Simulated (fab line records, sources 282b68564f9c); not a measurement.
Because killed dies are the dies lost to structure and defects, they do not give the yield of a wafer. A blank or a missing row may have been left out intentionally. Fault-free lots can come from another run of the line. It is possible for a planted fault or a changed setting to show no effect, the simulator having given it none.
Check for tools in common -- flow rit cmos -- 12 lots, 42 wafers sampled

## REASON FOR OPENING
Of 12 lots, 2 have the reading GATE_OVL flagged at RIT_GATE_OVL_MEAS_17. Fault-free wafers read 0.0 nm, with a standard deviation of 1.6.
Rule: a lot is flagged when every wafer of it that has a number lies more than 4 standard deviations from that mean, or none has a number. The other lots count as sound.

lot,measured,on,"GATE_OVL (nm), wafer by wafer",flag
L948,day 2 17:41,overlay-02,2.1 3.4 1.6,
L949,day 2 22:54,overlay-01,1.7 0.9 -1.0,
L950,day 2 23:16,overlay-01,-0.6 -1.7 -4.6,
L951,day 3 10:13,overlay-01,0.4 -0.3 -1.1,
L952,day 3 12:07,overlay-02,1.8 2.5 1.2,
L954,day 4 00:21,overlay-02,0.4 2.6 0.7,
L956,day 4 15:41,overlay-02,240.9 238.8 242.1 242.1 240.4 244.1,FLAGGED
L958,day 4 20:55,overlay-02,-0.5 -0.3 -0.4,
L962,day 5 16:05,overlay-02,241.5 239.3 240.4 243.1 241.0 241.5,FLAGGED
L963,day 5 18:44,overlay-01,0.3 0.0 -1.4,
L966,day 6 11:20,overlay-02,-1.1 -1.2 -0.8,
L971,day 7 18:26,overlay-02,1.8 0.6 0.5,
Averaged over the flagged lots the numbers come to 241.3 nm, +241.3 nm from the usual (+99 or more standard deviations).

## WHICH TOOL RAN EACH LOT
The record keeps 1 process step preceding the reading, out of 202 steps on the route. Every cell lists first the tool, next ch and the chambers used by the sampled wafers, and last the start.
lot,flag,RIT_GATE_EXPOSE_13
L948,,"iline stepper-02 ch 0, day 2 17:11"
L949,,"iline stepper-01 ch 0, day 2 21:17"
L950,,"iline stepper-01 ch 0, day 2 22:42"
L951,,"iline stepper-01 ch 0, day 3 09:43"
L952,,"iline stepper-02 ch 0, day 3 11:25"
L954,,"iline stepper-01 ch 0, day 3 23:51"
L956,FLAGGED,"iline stepper-02 ch 0, day 4 15:10"
L958,,"iline stepper-01 ch 0, day 4 20:07"
L962,FLAGGED,"iline stepper-02 ch 0, day 5 15:34"
L963,,"iline stepper-01 ch 0, day 5 18:13"
L966,,"iline stepper-01 ch 0, day 6 10:52"
L971,,"iline stepper-01 ch 0, day 7 17:55"
What these steps do:
- RIT_GATE_EXPOSE_13: exposes mask M6, target cd 150 nm.
- RIT_GATE_OVL_MEAS_17

## FLAGGED AGAINST TOTAL, ONE TOOL AT A TIME (gauges that did the reading follow at the end)
step,tool,lots run,flagged,share of the flagged lots,sound lots run after its first flagged lot
RIT_GATE_EXPOSE_13,iline stepper-01,8,0,none,-
RIT_GATE_EXPOSE_13,iline stepper-02,4,2,all,0
RIT_GATE_OVL_MEAS_17,overlay-01,4,0,none,-
RIT_GATE_OVL_MEAS_17,overlay-02,8,2,all,"3 (L958,L966,L971)"

## WHAT THE TABLE PERMITS
2 rows of the table ran every flagged lot: iline stepper-02 at RIT_GATE_EXPOSE_13, overlay-02 at RIT_GATE_OVL_MEAS_17.
- iline stepper-02 at RIT_GATE_EXPOSE_13: 2 of its 4 lots flagged. It ran its last sound lot, L952, at day 3 11:25 and its first flagged lot, L956, at day 4 15:10: a fault with its onset between the two fits.
- overlay-02 at RIT_GATE_OVL_MEAS_17: 2 of its 8 lots flagged. Sound lots followed the first flagged one (L958, L966, L971) on it, something a lasting fault affecting the whole tool could not allow.
Left over: one tool, iline stepper-02 at RIT_GATE_EXPOSE_13.

## WHAT THE SIMULATOR HAD PUT IN
Scanner matching overlay: iline stepper-02, from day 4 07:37 on, at RIT_GATE_EXPOSE_13. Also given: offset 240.
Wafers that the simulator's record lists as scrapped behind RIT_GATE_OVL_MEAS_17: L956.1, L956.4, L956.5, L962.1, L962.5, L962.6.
Struck lots among those shown: L956, L962. The rule given above showed the same thing.
